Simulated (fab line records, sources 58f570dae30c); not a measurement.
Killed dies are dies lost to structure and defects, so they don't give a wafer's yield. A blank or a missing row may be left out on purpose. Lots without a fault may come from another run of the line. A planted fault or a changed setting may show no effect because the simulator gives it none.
fab line records | flow berkeley_cmos170 | part 1 of 2: steps 1 to 28 of 41
record lots=5 wafers=15 last_day=12
route steps=331 shown WELLDRIVE@57 ACTIVE@60 PFIELD@79 FIELD@89 SACOX@97
lots that met no fault: from a run of the same line without faults
start_h: hours from the record's first day to the start of the lot's first wafer shown | wait_h: hours since the lot's step before | " the same as in the row above | L1.1+2: a row that stands for several wafers | - no value, or no start given | * or withheld: withheld | < > ~ a bound
route shown NAME@n: a module of which the file shows steps, and the number in the route of the first | usual: mean/standard deviation of fault-free wafers | same: alike in all rows | chamber/n: place in a boat | sites: the reading at each site | _std_site: their standard deviation | _edge_site: outer sites' mean less inner sites' | radius_mm: how far each site lies from the wafer's centre | mask NAME#n: copy n | behind: the tool/chamber that last shaped the wafer | hold: why the lot was held/for how many hours/how that ended | device: the transistor (n, p or np) that didn't switch | end of line: the same wafers' tests at the end of the route | a step without rows: its recipe alone | killed: dies lost to structure and defects at the first sort, not the wafer's yield | map: a wafer's dies, x killed, . not, _ none there
set.NAME: the setting as run; set.NAME@STEP: as run at that earlier step | model.NAME: the simulator's own value behind a step, which no gauge read
lots at some steps of the route; a table a step, a row a wafer
services: from which hour (start_h, from the record's first day; less than 0 if before it) a tool's chamber was out of use, for how many hours, and why
## steps
# step UCB170_WELLDRIVE_THK_MEAS_02
# recipe reads=SiO2_of_WELLDRIVE_OXIDATION_01
# usual WELLDRIVE_OXIDE_THK=200/4
# columns lot.wafer tool chamber start_h wait_h WELLDRIVE_OXIDE_THK[nm]
L075.4 film_metro-03 - 72.93 0.1 202
L075.5 " - " " 203
L075.6 " - " " 202
L082.1 film_metro-04 - 117.49 0.0 199
L082.2 " - " " 198
L082.5 " - " " 194
L081.2 film_metro-01 - 117.50 0.0 199
L081.4 " - " " 198
L081.6 " - " " 201
L087.3 film_metro-03 - 146.81 0.0 199
L087.4 " - " " 196
L087.5 " - " " 195
L092.3 film_metro-03 - 166.38 0.0 211
L092.5 " - " " 208
L092.6 " - " " 209
# step UCB170_WELLDRIVE_ANNEAL_03
# recipe temp_c=1100 time_s=900 ambient=N2
# same time_s=900
# columns lot.wafer tool chamber start_h wait_h
L075.4+5+6 furnace-04 0 79.50 6.6
L081.2+4+6 furnace-04 0 124.00 6.5
L082.1+2+5 furnace-04 0 124.00 6.5
L087.3+4+5 furnace-02 0 150.76 3.9
L092.3+5+6 furnace-02 0 170.46 4.1
# step UCB170_WELLDRIVE_WET_ETCH_04
# recipe chemistry=BOE dilution=5:1 target=SiO2 temp_c=25 time_s=120
# same time_s=120
# columns lot.wafer tool chamber start_h wait_h
L075.4+5+6 wet_bench-01 1 80.75 0.0
L081.2+4+6 wet_bench-02 2 125.25 0.0
L082.1+2+5 wet_bench-02 3 125.25 0.0
L087.3+4+5 wet_bench-04 1 152.01 0.0
L092.3+5+6 wet_bench-01 3 171.71 0.0
# step UCB170_ACTIVE_CLEAN_00
# recipe chemistry=SPM temp_c=120 time_s=600
# same time_s=600
# columns lot.wafer tool chamber start_h wait_h
L075.4+5+6 wet_bench-02 3 80.80 0.0
L081.2+4+6 wet_bench-04 3 125.29 0.0
L082.1+2+5 wet_bench-04 2 125.29 0.0
L087.3+4+5 wet_bench-02 2 152.06 0.0
L092.3+5+6 wet_bench-04 0 171.76 0.0
# step UCB170_ACTIVE_CLEAN_01
# recipe chemistry=dHF dilution=25:1 time_s=60
# same time_s=60
# columns lot.wafer tool chamber start_h wait_h
L075.4+5+6 wet_bench-04 3 80.99 0.0
L081.2+4+6 wet_bench-04 2 125.47 0.0
L082.1+2+5 wet_bench-04 1 125.47 0.0
L087.3+4+5 wet_bench-01 1 152.25 0.0
L092.3+5+6 wet_bench-02 0 171.93 0.0
# step UCB170_ACTIVE_OXIDATION_02
# recipe temp_c=1000 ambient=O2 target_thk_a=264 ox_time_s=1260
# usual ox_temp_c=999.9/0.45
# columns lot.wafer tool chamber start_h wait_h ox_temp_c
L075.4 furnace-04 0 84.85 3.8 1000.0
L075.5 " 0 " " 999.6
L075.6 " 0 " " 999.6
L081.2 furnace-02 0 132.50 7.0 999.5
L081.4 " 0 " " 1000.7
L081.6 " 0 " " 999.7
L082.1 furnace-02 0 132.50 7.0 1000.0
L082.2 " 0 " " 1001.1
L082.5 " 0 " " 1000.0
L087.3 furnace-01 0 157.22 4.9 999.7
L087.4 " 0 " " 999.8
L087.5 " 0 " " 999.3
L092.3 furnace-02 0 175.98 4.0 999.4
L092.5 " 0 " " 999.9
L092.6 " 0 " " 999.6
# step UCB170_ACTIVE_THK_MEAS_03
# recipe reads=SiO2_of_ACTIVE_OXIDATION_02
# usual ACTIVE_OXIDE_THK=26.6/0.45
# columns lot.wafer tool chamber start_h wait_h ACTIVE_OXIDE_THK[nm]
L075.4 film_metro-03 - 86.29 0.1 26.5
L075.5 " - " " 26.8
L075.6 " - " " 26.6
L082.1 film_metro-02 - 133.85 0.0 26.9
L082.2 " - " " 27.1
L082.5 " - " " 26.8
L081.2 film_metro-03 - 133.86 0.0 26.6
L081.4 " - " " 26.5
L081.6 " - " " 26.6
L087.3 film_metro-01 - 158.59 0.0 25.4
L087.4 " - " " 25.9
L087.5 " - " " 25.8
L092.3 film_metro-02 - 177.35 0.0 26.5
L092.5 " - " " 26.9
L092.6 " - " " 26.2
# step UCB170_ACTIVE_ANNEAL_04
# recipe temp_c=1000 time_s=900 ambient=N2
# same time_s=900
# columns lot.wafer tool chamber start_h wait_h
L075.4+5+6 furnace-02 0 88.61 2.3
L081.2+4+6 furnace-01 0 136.19 2.3
L082.1+2+5 furnace-01 0 136.19 2.3
L087.3+4+5 furnace-02 0 163.20 4.6
L092.3+5+6 furnace-04 0 180.71 3.4
# step UCB170_ACTIVE_CVD_05
# recipe material=Si3N4 target_thk_nm=220 temp_c=800 precursor=SiH2Cl2/NH3 time_s=3300 pressure_mtorr=200 sih2cl2_flow_sccm=25 nh3_flow_sccm=75
# same time_s=3300
# columns lot.wafer tool chamber start_h wait_h
L075.4+5+6 lpcvd-02 1 89.86 0.0
L081.2+4+6 lpcvd-02 1 137.44 0.0
L082.1+2+5 lpcvd-02 1 137.44 0.0
L087.3+4+5 lpcvd-02 1 164.45 0.0
L092.3+5+6 lpcvd-02 0 183.40 1.4
# step UCB170_ACTIVE_THK_MEAS_06
# recipe reads=Si3N4_of_ACTIVE_CVD_05
# usual ACTIVE_NITRIDE_THK=220.3/2.4
# columns lot.wafer tool chamber start_h wait_h ACTIVE_NITRIDE_THK[nm]
L075.4 film_metro-03 - 91.86 0.1 217.2
L075.5 " - " " 216.3
L075.6 " - " " 215.3
L082.1 film_metro-01 - 139.35 0.0 221.0
L082.2 " - " " 219.1
L082.5 " - " " 219.9
L081.2 film_metro-02 - 139.36 0.0 222.7
L081.4 " - " " 223.2
L081.6 " - " " 220.8
L087.3 film_metro-01 - 166.38 0.0 222.3
L087.4 " - " " 224.2
L087.5 " - " " 222.3
L092.3 film_metro-01 - 185.33 0.0 216.8
L092.5 " - " " 218.7
L092.6 " - " " 217.4
# step UCB170_ACTIVE_HMDS_07
# recipe prime_time_s=60 prime_temp_c=100
# usual resist_line_temp_C=23.02/0.11
# columns lot.wafer tool chamber start_h wait_h resist_line_temp_C
L075.4 litho_track-03 0 92.60 0.7 23.20
L075.5 " 0 " " 23.32
L075.6 " 0 " " 23.21
L081.2 litho_track-03 0 139.77 0.4 22.96
L081.4 " 0 " " 22.94
L081.6 " 0 " " 22.95
L082.1 litho_track-04 0 139.90 0.5 22.97
L082.2 " 0 " " 22.96
L082.5 " 0 " " 22.89
L087.3 litho_track-02 0 166.55 0.2 23.09
L087.4 " 0 " " 22.99
L087.5 " 0 " " 22.93
L092.3 litho_track-03 0 185.80 0.5 23.09
L092.5 " 0 " " 23.03
L092.6 " 0 " " 23.00
# step UCB170_ACTIVE_COAT_08
# recipe resist=KrF spin_rpm=1500 resist_thk_nm=900
# usual resist_line_temp_C=23.00/0.11 spin_speed_rpm=1499.9/0.95
# columns lot.wafer tool chamber start_h wait_h resist_line_temp_C spin_speed_rpm
L075.4 litho_track-03 0 92.75 0.1 23.14 1500.1
L075.5 " 0 " " 23.07 1500.0
L075.6 " 0 " " 23.12 1500.3
L081.2 litho_track-03 0 139.92 0.1 23.08 1498.9
L081.4 " 0 " " 23.05 1500.0
L081.6 " 0 " " 22.95 1497.1
L082.1 litho_track-04 0 140.05 0.1 23.10 1499.3
L082.2 " 0 " " 23.10 1499.5
L082.5 " 0 " " 23.30 1499.7
L087.3 litho_track-02 0 166.70 0.1 23.06 1500.3
L087.4 " 0 " " 23.09 1500.2
L087.5 " 0 " " 23.03 1501.3
L092.3 litho_track-03 0 185.95 0.1 22.95 1500.4
L092.5 " 0 " " 23.01 1499.4
L092.6 " 0 " " 22.94 1499.3
# step UCB170_ACTIVE_SOFTBAKE_09
# recipe resist=KrF temp_c=130 time_s=60
# usual resist_line_temp_C=22.99/0.097
# same time_s=60
# columns lot.wafer tool chamber start_h wait_h resist_line_temp_C
L075.4 litho_track-03 0 92.90 0.1 22.96
L075.5 " 0 " " 22.87
L075.6 " 0 " " 22.77
L081.2 litho_track-03 0 140.07 0.1 23.05
L081.4 " 0 " " 22.95
L081.6 " 0 " " 23.01
L082.1 litho_track-04 0 140.20 0.1 23.07
L082.2 " 0 " " 22.91
L082.5 " 0 " " 23.10
L087.3 litho_track-02 0 166.85 0.1 23.10
L087.4 " 0 " " 22.89
L087.5 " 0 " " 23.05
L092.3 litho_track-03 0 186.10 0.1 23.06
L092.5 " 0 " " 22.86
L092.6 " 0 " " 22.90
# step UCB170_ACTIVE_EXPOSE_10
# recipe mask_id=ACTIVE target_cd_nm=1200 na=0.5 sigma_outer=0.6 source_shape=conventional dose_mj=20
# same sigma_outer=0.6
# columns lot.wafer tool chamber start_h wait_h mask
L075.4+5+6 krf_scanner-01 0 93.19 0.3 ACTIVE#0
L081.2+4+6 krf_scanner-02 0 140.34 0.2 ACTIVE#0
L082.1+2+5 krf_scanner-01 0 140.56 0.3 ACTIVE#0
L087.3+4+5 krf_scanner-02 0 166.99 0.1 ACTIVE#0
L092.3+5+6 krf_scanner-02 0 186.36 0.2 ACTIVE#0
# step UCB170_ACTIVE_PEB_11
# recipe peb_temp_c=130 peb_time_s=withheld resist=KrF
# usual resist_line_temp_C=23.01/0.11
# columns lot.wafer tool chamber start_h wait_h resist_line_temp_C
L075.4 litho_track-02 0 93.46 0.3 22.98
L075.5 " 0 " " 22.94
L075.6 " 0 " " 22.88
L081.2 litho_track-04 0 140.92 0.6 23.15
L081.4 " 0 " " 23.02
L081.6 " 0 " " 23.21
L082.1 litho_track-04 0 141.45 0.9 22.93
L082.2 " 0 " " 23.21
L082.5 " 0 " " 23.07
L087.3 litho_track-04 0 167.12 0.1 22.80
L087.4 " 0 " " 22.90
L087.5 " 0 " " 22.74
L092.3 litho_track-02 0 186.62 0.2 23.13
L092.5 " 0 " " 23.08
L092.6 " 0 " " 23.00
# step UCB170_ACTIVE_DEVELOP_12
# recipe developer=TMAH develop_time_s=45 resist=KrF dev_temp_c=21
# usual developer_temp_C=21.00/0.1 resist_line_temp_C=23.02/0.11
# columns lot.wafer tool chamber start_h wait_h developer_temp_C resist_line_temp_C
L075.4 litho_track-02 0 - - 21.04 22.88
L075.5 " 0 " " 21.07 22.82
L075.6 " 0 " " 21.22 22.76
L081.2 litho_track-04 0 - - 21.01 23.08
L081.4 " 0 " " 21.04 23.19
L081.6 " 0 " " 21.16 23.03
L082.1 litho_track-04 0 - - 20.84 23.12
L082.2 " 0 " " 20.95 23.07
L082.5 " 0 " " 20.96 23.15
L087.3 litho_track-04 0 - - 21.13 22.83
L087.4 " 0 " " 20.81 22.99
L087.5 " 0 " " 20.98 23.00
L092.3 litho_track-02 0 - - 21.06 22.99
L092.5 " 0 " " 21.01 23.09
L092.6 " 0 " " 20.94 23.07
# step UCB170_ACTIVE_CD_MEAS_13
# recipe target_cd_nm=1200
# usual cd_nm=1200.2/1.2
# columns lot.wafer tool chamber start_h wait_h cd_nm
L075.4 cd_sem-02 - 93.79 - 1201.1
L075.5 " - " " 1201.7
L075.6 " - " " 1201.3
L081.2 cd_sem-02 - 141.19 - 1200.6
L081.4 " - " " 1199.1
L081.6 " - " " 1199.3
L082.1 cd_sem-01 - 141.72 - 1200.4
L082.2 " - " " 1200.2
L082.5 " - " " 1200.3
L087.3 cd_sem-02 - 167.38 - 1199.3
L087.4 " - " " 1198.5
L087.5 " - " " 1199.5
L092.3 cd_sem-02 - 186.91 - 1201.5
L092.5 " - " " 1201.4
L092.6 " - " " 1202.0
# step UCB170_ACTIVE_OVL_MEAS_14
# usual ACTIVE_OVL=1/5.9
# columns lot.wafer tool chamber start_h wait_h ACTIVE_OVL[nm]
L075.4 overlay-02 - 93.87 0.1 -1
L075.5 " - " " -1
L075.6 " - " " -4
L081.2 overlay-02 - 141.30 0.1 0
L081.4 " - " " -6
L081.6 " - " " -1
L082.1 overlay-01 - 141.84 0.1 -1
L082.2 " - " " 4
L082.5 " - " " 1
L087.3 overlay-01 - 167.47 0.1 5
L087.4 " - " " 3
L087.5 " - " " 5
L092.3 overlay-01 - 187.00 0.1 2
L092.5 " - " " -1
L092.6 " - " " 4
# step UCB170_ACTIVE_ETCH_15
# recipe chemistry=CH3F/Ar/O2 target=Si3N4 stop_on=SiO2 CH3F_flow_sccm=20 Ar_flow_sccm=50 O2_flow_sccm=7 pressure_mtorr=50 rf_w=450 target_depth_a=2420 over_etch_frac=0.1 time_s=151
# usual drypump_motor_current_A=5.9/0.54 oes_product_au=0.947/0.015 throttle_valve_pct=8.04/0.13
# same over_etch_frac=0.1 time_s=151
# columns lot.wafer tool chamber start_h wait_h drypump_motor_current_A oes_product_au rf_hours_counter_h throttle_valve_pct
L075.4 rie_diel-02 3 93.89 0.0 6.5 0.930 136 7.86
L075.5 " 1 " " 6.6 0.944 - 8.03
L075.6 " 0 " " 5.8 0.950 - 8.14
L081.2 rie_diel-03 3 141.33 0.0 6.4 0.962 34 7.96
L081.4 " 1 " " 5.2 0.955 - 8.23
L081.6 " 0 " " 6.2 0.937 - 7.92
L082.1 rie_diel-04 3 141.88 0.0 5.3 0.955 47 7.85
L082.2 " 0 " " 5.6 0.932 124 8.21
L082.5 " 2 " " 6.6 0.933 - 8.15
L087.3 rie_diel-03 1 167.50 0.0 5.2 0.948 4 8.22
L087.4 " 3 " " 6.4 0.962 36 7.96
L087.5 " 0 " " 6.3 0.931 - 7.94
L092.3 rie_diel-04 2 187.02 0.0 6.6 0.918 13 8.13
L092.5 " 2 " " 6.6 0.930 - 8.15
L092.6 " 3 " " 5.3 0.946 - 7.86
# step UCB170_ACTIVE_STRIP_16
# recipe chemistry=O2 power_w=400 pressure_mtorr=3500 platen_temp_c=withheld o2_flow_sccm=400 overash_fraction=0.5
# usual drypump_motor_current_A=5.81/0.26 oes_product_au=0.721/0.0047 strip_time_to_endpoint_s=18.12/0.067
# same overash_fraction=0.5
# columns lot.wafer tool chamber start_h wait_h drypump_motor_current_A oes_product_au rf_hours_counter_h strip_time_to_endpoint_s
L075.4 plasma_asher-03 0 94.02 0.1 5.92 0.720 - 18.05
L075.5 " 0 " " 5.91 0.715 - 18.09
L075.6 " 1 " " 5.42 0.722 - 18.02
L081.2 plasma_asher-02 1 141.43 0.1 5.67 0.723 3 18.16
L081.4 " 0 " " 6.02 0.721 - 18.16
L081.6 " 1 " " 5.66 0.718 - 18.06
L082.1 plasma_asher-03 0 141.98 0.1 5.93 0.727 39 17.97
L082.2 " 1 " " 5.42 0.723 39 18.23
L082.5 " 0 " " 5.97 0.718 - 18.03
L087.3 plasma_asher-01 0 167.63 0.1 5.78 0.714 - 18.13
L087.4 " 1 " " 6.12 0.724 - 18.18
L087.5 " 1 " " 6.13 0.717 - 18.10
L092.3 plasma_asher-02 1 187.16 0.1 5.67 0.731 - 18.11
L092.5 " 1 " " 5.68 0.723 - 18.14
L092.6 " 0 " " 6.01 0.724 - 18.10
# step UCB170_ACTIVE_CD_MEAS_90
# recipe target_cd_nm=1200
# usual cd_nm=1200.3/1.2
# columns lot.wafer tool chamber start_h wait_h cd_nm
L075.4 cd_sem-01 - 94.15 0.1 1201.3
L075.5 " - " " 1202.5
L075.6 " - " " 1200.9
L081.2 cd_sem-02 - 141.55 0.1 1201.0
L081.4 " - " " 1199.2
L081.6 " - " " 1199.3
L082.1 cd_sem-02 - 142.08 0.1 1200.5
L082.2 " - " " 1200.1
L082.5 " - " " 1200.1
L087.3 cd_sem-02 - 167.74 0.1 1199.8
L087.4 " - " " 1199.1
L087.5 " - " " 1199.9
L092.3 cd_sem-02 - 187.26 0.1 1201.4
L092.5 " - " " 1201.2
L092.6 " - " " 1202.5
# step UCB170_ACTIVE_CLEAN_17
# recipe chemistry=SPM temp_c=120 time_s=600
# same time_s=600
# columns lot.wafer tool chamber start_h wait_h
L075.4+5+6 wet_bench-01 0 95.81 1.6
L081.2+4+6 wet_bench-01 2 143.91 2.3
L082.1+2+5 wet_bench-01 0 143.91 1.8
L087.3+4+5 wet_bench-02 0 169.62 1.9
L092.3+5+6 wet_bench-02 0 187.42 0.1
# step UCB170_PFIELD_HMDS_00
# recipe prime_time_s=60 prime_temp_c=100
# usual resist_line_temp_C=23.00/0.096
# columns lot.wafer tool chamber start_h wait_h resist_line_temp_C
L075.4 litho_track-01 0 96.48 0.5 22.96
L075.5 " 0 " " 22.98
L075.6 " 0 " " 23.03
L082.1 litho_track-02 0 144.39 0.3 22.97
L082.2 " 0 " " 23.07
L082.5 " 0 " " 22.89
L081.2 litho_track-02 0 144.86 0.8 22.97
L081.4 " 0 " " 22.75
L081.6 " 0 " " 23.04
L087.3 litho_track-01 0 169.86 0.1 22.95
L087.4 " 0 " " 22.93
L087.5 " 0 " " 22.96
L092.3 litho_track-01 0 187.89 0.3 22.84
L092.5 " 0 " " 22.99
L092.6 " 0 " " 22.88
# step UCB170_PFIELD_COAT_01
# recipe resist=KrF spin_rpm=1500 resist_thk_nm=900
# usual resist_line_temp_C=23.03/0.11 spin_speed_rpm=1500.0/0.83
# columns lot.wafer tool chamber start_h wait_h resist_line_temp_C spin_speed_rpm
L075.4 litho_track-01 0 96.63 0.1 23.01 1500.7
L075.5 " 0 " " 23.00 1498.7
L075.6 " 0 " " 22.97 1499.5
L082.1 litho_track-02 0 144.54 0.1 23.26 1498.9
L082.2 " 0 " " 23.09 1500.3
L082.5 " 0 " " 22.99 1499.1
L081.2 litho_track-02 0 145.01 0.1 23.22 1500.4
L081.4 " 0 " " 23.24 1501.1
L081.6 " 0 " " 23.11 1500.9
L087.3 litho_track-01 0 170.01 0.1 22.99 1500.8
L087.4 " 0 " " 22.95 1500.9
L087.5 " 0 " " 22.93 1500.2
L092.3 litho_track-01 0 188.04 0.1 22.99 1501.1
L092.5 " 0 " " 23.04 1500.7
L092.6 " 0 " " 23.15 1500.0
# step UCB170_PFIELD_SOFTBAKE_02
# recipe resist=KrF temp_c=130 time_s=60
# usual resist_line_temp_C=22.99/0.11
# same time_s=60
# columns lot.wafer tool chamber start_h wait_h resist_line_temp_C
L075.4 litho_track-01 0 96.78 0.1 22.98
L075.5 " 0 " " 23.05
L075.6 " 0 " " 22.93
L082.1 litho_track-02 0 144.69 0.1 23.05
L082.2 " 0 " " 22.99
L082.5 " 0 " " 23.16
L081.2 litho_track-02 0 145.16 0.1 22.82
L081.4 " 0 " " 22.83
L081.6 " 0 " " 22.82
L087.3 litho_track-01 0 170.16 0.1 22.86
L087.4 " 0 " " 22.95
L087.5 " 0 " " 22.81
L092.3 litho_track-01 0 188.19 0.1 23.02
L092.5 " 0 " " 23.07
L092.6 " 0 " " 22.93
# step UCB170_PFIELD_EXPOSE_03
# recipe mask_id=PFIELD na=0.5 sigma_outer=0.6 source_shape=conventional target_cd_nm=1500 dose_mj=30
# same sigma_outer=0.6
# columns lot.wafer tool chamber start_h wait_h mask
L075.4+5+6 krf_scanner-02 0 97.06 0.3 PFIELD#0
L082.1+2+5 krf_scanner-02 0 - - PFIELD#0
L081.2+4+6 krf_scanner-02 0 - - PFIELD#0
L087.3+4+5 krf_scanner-02 0 170.42 0.2 PFIELD#0
L092.3+5+6 krf_scanner-01 0 188.45 0.2 PFIELD#0
# step UCB170_PFIELD_PEB_04
# recipe peb_temp_c=130 peb_time_s=withheld resist=KrF
# usual resist_line_temp_C=22.98/0.11
# columns lot.wafer tool chamber start_h wait_h resist_line_temp_C
L075.4 litho_track-02 0 97.38 0.3 23.13
L075.5 " 0 " " 22.98
L075.6 " 0 " " 23.08
L082.1 litho_track-02 0 - - 22.87
L082.2 " 0 " " 22.94
L082.5 " 0 " " 22.86
L081.2 litho_track-04 0 - - 23.09
L081.4 " 0 " " 23.08
L081.6 " 0 " " 22.94
L087.3 litho_track-04 0 171.19 0.7 22.96
L087.4 " 0 " " 23.02
L087.5 " 0 " " 22.97
L092.3 litho_track-02 0 188.89 0.4 22.87
L092.5 " 0 " " 23.01
L092.6 " 0 " " 22.95
# step UCB170_PFIELD_DEVELOP_05
# recipe developer=TMAH develop_time_s=45 resist=KrF dev_temp_c=21
# usual developer_temp_C=21.00/0.12 resist_line_temp_C=22.99/0.1
# columns lot.wafer tool chamber start_h wait_h developer_temp_C resist_line_temp_C
L075.4 litho_track-02 0 - - 20.97 23.02
L075.5 " 0 " " 21.01 22.96
L075.6 " 0 " " 20.88 23.03
L082.1 litho_track-02 0 - - 21.08 22.89
L082.2 " 0 " " 21.13 23.02
L082.5 " 0 " " 21.19 23.06
L081.2 litho_track-04 0 - - 21.02 23.03
L081.4 " 0 " " 20.95 23.00
L081.6 " 0 " " 20.88 23.02
L087.3 litho_track-04 0 - - 21.02 22.99
L087.4 " 0 " " 20.98 23.05
L087.5 " 0 " " 21.24 23.04
L092.3 litho_track-02 0 - - 20.96 23.02
L092.5 " 0 " " 20.88 22.99
L092.6 " 0 " " 20.94 22.70
